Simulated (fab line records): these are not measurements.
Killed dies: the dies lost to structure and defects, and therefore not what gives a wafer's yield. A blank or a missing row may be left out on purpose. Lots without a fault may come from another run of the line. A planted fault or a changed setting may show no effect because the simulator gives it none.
Which of the tools did it? / flow rit cmos / 42 wafers from 14 lots sampled at 3 of the route's 202 steps

== WHAT EACH GAUGE READ, for each wafer ==
RIT_M1_RS_MEAS_01: a four-point-probe measurement.
lot=L658; measured=day 3 07:07; on=film metro-02; M1_AL_RS (ohm/sq)=0.0701 0.0707 0.0706
lot=L660; measured=day 3 14:27; on=film metro-02; M1_AL_RS (ohm/sq)=0.0706 0.0707 0.0712
lot=L661; measured=day 3 21:51; on=film metro-04; M1_AL_RS (ohm/sq)=0.0712 0.0706 0.0714
lot=L662; measured=day 4 05:23; on=film metro-01; M1_AL_RS (ohm/sq)=0.0711 0.0713 0.0715
lot=L663; measured=day 4 08:05; on=film metro-02; M1_AL_RS (ohm/sq)=0.0707 0.0701 0.0704
lot=L664; measured=day 4 13:14; on=film metro-04; M1_AL_RS (ohm/sq)=0.0710 0.0719 0.0717
lot=L666; measured=day 5 03:42; on=film metro-01; M1_AL_RS (ohm/sq)=0.0711 0.0709 0.0708
lot=L668; measured=day 5 11:50; on=film metro-01; M1_AL_RS (ohm/sq)=0.0566 0.0719 0.0715
lot=L670; measured=day 5 19:46; on=film metro-04; M1_AL_RS (ohm/sq)=0.0573 0.0716 0.0719
lot=L674; measured=day 6 14:58; on=film metro-02; M1_AL_RS (ohm/sq)=0.0709 0.0705 0.0709
lot=L675; measured=day 6 21:03; on=film metro-02; M1_AL_RS (ohm/sq)=0.0695 0.0702 0.0699
lot=L677; measured=day 7 05:06; on=film metro-04; M1_AL_RS (ohm/sq)=0.0722 0.0713 0.0723
lot=L679; measured=day 7 14:11; on=film metro-02; M1_AL_RS (ohm/sq)=0.0714 0.0718 0.0710
lot=L681; measured=day 8 00:03; on=film metro-04; M1_AL_RS (ohm/sq)=0.0713 0.0702 0.0706

RIT_M1_THK_MEAS_02: measures by xrf.
lot=L658; measured=day 3 07:14; on=film metro-02; M1_AL_THK (nm)=422 414 418
lot=L660; measured=day 3 14:33; on=film metro-02; M1_AL_THK (nm)=416 415 414
lot=L661; measured=day 3 21:58; on=film metro-04; M1_AL_THK (nm)=420 421 418
lot=L662; measured=day 4 05:30; on=film metro-01; M1_AL_THK (nm)=417 417 413
lot=L663; measured=day 4 08:12; on=film metro-02; M1_AL_THK (nm)=420 421 416
lot=L664; measured=day 4 13:20; on=film metro-04; M1_AL_THK (nm)=413 412 413
lot=L666; measured=day 5 03:49; on=film metro-01; M1_AL_THK (nm)=423 419 423
lot=L668; measured=day 5 11:57; on=film metro-01; M1_AL_THK (nm)=525 415 421
lot=L670; measured=day 5 19:53; on=film metro-04; M1_AL_THK (nm)=519 416 415
lot=L674; measured=day 6 15:05; on=film metro-02; M1_AL_THK (nm)=419 420 418
lot=L675; measured=day 6 21:10; on=film metro-02; M1_AL_THK (nm)=425 422 422
lot=L677; measured=day 7 05:13; on=film metro-04; M1_AL_THK (nm)=411 415 410
lot=L679; measured=day 7 14:19; on=film metro-02; M1_AL_THK (nm)=412 411 414
lot=L681; measured=day 8 00:10; on=film metro-04; M1_AL_THK (nm)=415 422 419

== WHICH TOOL RAN EACH LOT (tool, then ch and the chambers of the sampled wafers, then the start) ==
lot=L658; RIT_M1_SPUTTER_00=pvd sputter-03, day 3 06:43
lot=L660; RIT_M1_SPUTTER_00=pvd sputter-03, day 3 14:07
lot=L661; RIT_M1_SPUTTER_00=pvd sputter-02, day 3 21:33
lot=L662; RIT_M1_SPUTTER_00=pvd sputter-03, day 4 05:05
lot=L663; RIT_M1_SPUTTER_00=pvd sputter-02, day 4 07:47
lot=L664; RIT_M1_SPUTTER_00=pvd sputter-03, day 4 12:54
lot=L666; RIT_M1_SPUTTER_00=pvd sputter-03, day 5 03:25
lot=L668; RIT_M1_SPUTTER_00=pvd sputter-03, day 5 11:31
lot=L670; RIT_M1_SPUTTER_00=pvd sputter-03, day 5 19:28
lot=L674; RIT_M1_SPUTTER_00=pvd sputter-02, day 6 14:41
lot=L675; RIT_M1_SPUTTER_00=pvd sputter-04, day 6 20:45
lot=L677; RIT_M1_SPUTTER_00=pvd sputter-04, day 7 04:49
lot=L679; RIT_M1_SPUTTER_00=pvd sputter-04, day 7 13:53
lot=L681; RIT_M1_SPUTTER_00=pvd sputter-04, day 7 23:46
- RIT_M1_SPUTTER_00: material Al, target thk 400 nm, time 500 s.

== AS READ BY THE TOOLS THEMSELVES (means over the sampled wafers that have a number; for cases with no such wafer, the mark the record gives instead) ==
RIT_M1_SPUTTER_00.
lot=L658; tool=pvd sputter-03; throttle valve pct (%)=30.1
lot=L660; tool=pvd sputter-03; throttle valve pct (%)=30.2
lot=L661; tool=pvd sputter-02; throttle valve pct (%)=29.7
lot=L662; tool=pvd sputter-03; throttle valve pct (%)=30.0
lot=L663; tool=pvd sputter-02; throttle valve pct (%)=30.1
lot=L664; tool=pvd sputter-03; throttle valve pct (%)=30.2
lot=L666; tool=pvd sputter-03; throttle valve pct (%)=30.3
lot=L668; tool=pvd sputter-03; throttle valve pct (%)=30.1
lot=L670; tool=pvd sputter-03; throttle valve pct (%)=30.2
lot=L674; tool=pvd sputter-02; throttle valve pct (%)=29.6
lot=L675; tool=pvd sputter-04; throttle valve pct (%)=29.8
lot=L677; tool=pvd sputter-04; throttle valve pct (%)=30.1
lot=L679; tool=pvd sputter-04; throttle valve pct (%)=29.8
lot=L681; tool=pvd sputter-04; throttle valve pct (%)=29.9

== THE ANSWER, worked out from the rows above alone ==
Rule: the usual values come from the lots themselves. The widest of any qualifying gaps counts: lots, ordered by their means at a reading, are off when they make up no more than a third of the lots, leave a main group of 4 or more, and stand apart from it by 3 or more times the standard deviation of that group's means. The tables above print the reading to a certain number of digits; a main group whose means all agree to those digits is not used. A lot without any number at a reading at which 4 lots or more have one is off too. Any other lot the step has rows for is counted as sound. The gauges are gone through in route order, then the tools' own readings, and for those a lot's mean is taken as printed above. At the first step where some lot is off, the reading lying furthest off is the one used; lots without a number count as furthest.
Off: at RIT_M1_RS_MEAS_01 (M1_AL_RS), L668, L670. The main group: mean 0.0709 ohm/sq, standard deviation 0.00054.
A tool fits if, at a process step before that reading, it ran every lot that is off, and no sound lot after the first of them. Those tools and the gauges at RIT_M1_RS_MEAS_01 are tried in the same way. One fits: pvd sputter-03 at RIT_M1_SPUTTER_00. A fault onset in the window from L666 (day 5 03:25, its last sound lot) to L668 (day 5 11:31, its first lot off) fits.

== WHAT THE SIMULATOR PUT IN ==
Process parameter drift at RIT_M1_SPUTTER_00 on pvd sputter-03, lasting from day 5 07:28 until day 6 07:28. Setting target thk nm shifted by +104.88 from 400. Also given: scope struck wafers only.
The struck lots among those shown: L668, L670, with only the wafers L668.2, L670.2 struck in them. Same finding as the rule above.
